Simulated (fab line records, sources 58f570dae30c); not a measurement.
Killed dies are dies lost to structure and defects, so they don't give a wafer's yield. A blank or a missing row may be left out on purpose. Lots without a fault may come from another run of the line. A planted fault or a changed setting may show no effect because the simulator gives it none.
Chamber matching | flow berkeley_cmos170 | UCB170_M2_ETCH_17 on rie_diel-03: 4 sister chambers
The step etches BARC in N2/H2. 7 wafers are shown with their chamber, then 7 later ones without.

WAFERS WITH THEIR CHAMBER
wafer  | chamber | throttle_valve_pct (%) | oes_product_au (a.u.)
L273.3 | 0       | 13.42                  | 1.024
L280.2 | 2       | 13.45                  | 0.991
L280.5 | 0       | 13.43                  | 1.007
L279.5 | 2       | 13.46                  | 0.999
L279.6 | 1       | 12.84                  | 0.993
L284.1 | 1       | 12.87                  | 0.995
L284.3 | 3       | 13.36                  | 0.945

WAFERS WITHOUT THEIR CHAMBER
wafer  | throttle_valve_pct (%) | oes_product_au (a.u.)
L284.5 | 12.88                  | 0.998
L293.1 | 13.42                  | 1.022
L293.2 | 12.88                  | 1.009
L293.5 | 13.42                  | 1.017
L296.1 | 13.44                  | 1.020
L296.2 | 13.34                  | 0.943
L296.5 | 13.46                  | 1.011

WHICH CHAMBER EACH WENT THROUGH
wafer  | from the rows above     | in truth
L284.5 | 1                       | 1
L293.1 | 0                       | 0
L293.2 | 1                       | 1
L293.5 | 0                       | 0
L296.1 | 0                       | 0
L296.2 | 3                       | 3
L296.5 | can't be placed: 2 or 0 | 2
Placed correctly: 6 of 7. Can't be placed from these rows: 1 (the true chamber is among the candidates in 1). Placed wrongly: 0.
How it was worked out, from the rows above alone: a wafer's distance from a chamber is the root of the sum, over the readings, of the square of ((its reading less the chamber's mean) divided by the reading's scatter). The wafer belongs to the nearest chamber; if the next one is less than 2 further off, it can't be placed. A chamber's mean is the mean of its shown wafers. The scatter: the root of (the sum of the squares of (reading less its chamber's mean) over the shown wafers, divided by (wafers less chambers)).
